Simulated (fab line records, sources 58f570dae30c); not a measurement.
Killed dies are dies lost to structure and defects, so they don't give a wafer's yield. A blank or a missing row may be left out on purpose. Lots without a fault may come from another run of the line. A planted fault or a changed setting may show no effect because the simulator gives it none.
Which tool did it? | flow berkeley_cmos170 | 7 lots, 21 wafers sampled, at 1 step of a route of 331

WHAT THE GAUGES READ, wafer by wafer
UCB170_PWELL_OVL_MEAS_13.
lot  | measured    | on         | PWELL_OVL (nm)
L943 | day 4 15:35 | overlay-02 | -2 2 1
L946 | day 5 05:26 | overlay-01 | 1 0 4
L944 | day 5 05:52 | overlay-01 | 2 0 -2
L952 | day 6 06:36 | overlay-01 | -5 -12 -9
L958 | day 6 19:43 | overlay-02 | -4 5 -1
L960 | day 7 09:43 | overlay-02 | -7 -5 -1
L964 | day 8 02:54 | overlay-01 | -3 -1 -1

WHICH TOOL RAN EACH LOT (tool, then ch and the chambers of the sampled wafers, then the start)
The record holds no process step before these readings.

THE ANSWER, worked out from the rows above alone
Rule: what is usual is taken from the lots themselves. Put in order of their means at a reading, lots are off if they are a third of the lots or fewer, leave a main group of 4 or more, and stand apart from it by a gap of 3 or more times the standard deviation of the main group's means; of several such gaps the widest counts. A main group whose means are all the same, to the digits that the tables above print for the reading, isn't used. A lot without any number at a reading at which 4 lots or more have one is off too. The other lots that the step has rows for count as sound.
No lot is off at any reading shown: from this, nothing can be told.

WHAT THE SIMULATOR HAD PUT IN
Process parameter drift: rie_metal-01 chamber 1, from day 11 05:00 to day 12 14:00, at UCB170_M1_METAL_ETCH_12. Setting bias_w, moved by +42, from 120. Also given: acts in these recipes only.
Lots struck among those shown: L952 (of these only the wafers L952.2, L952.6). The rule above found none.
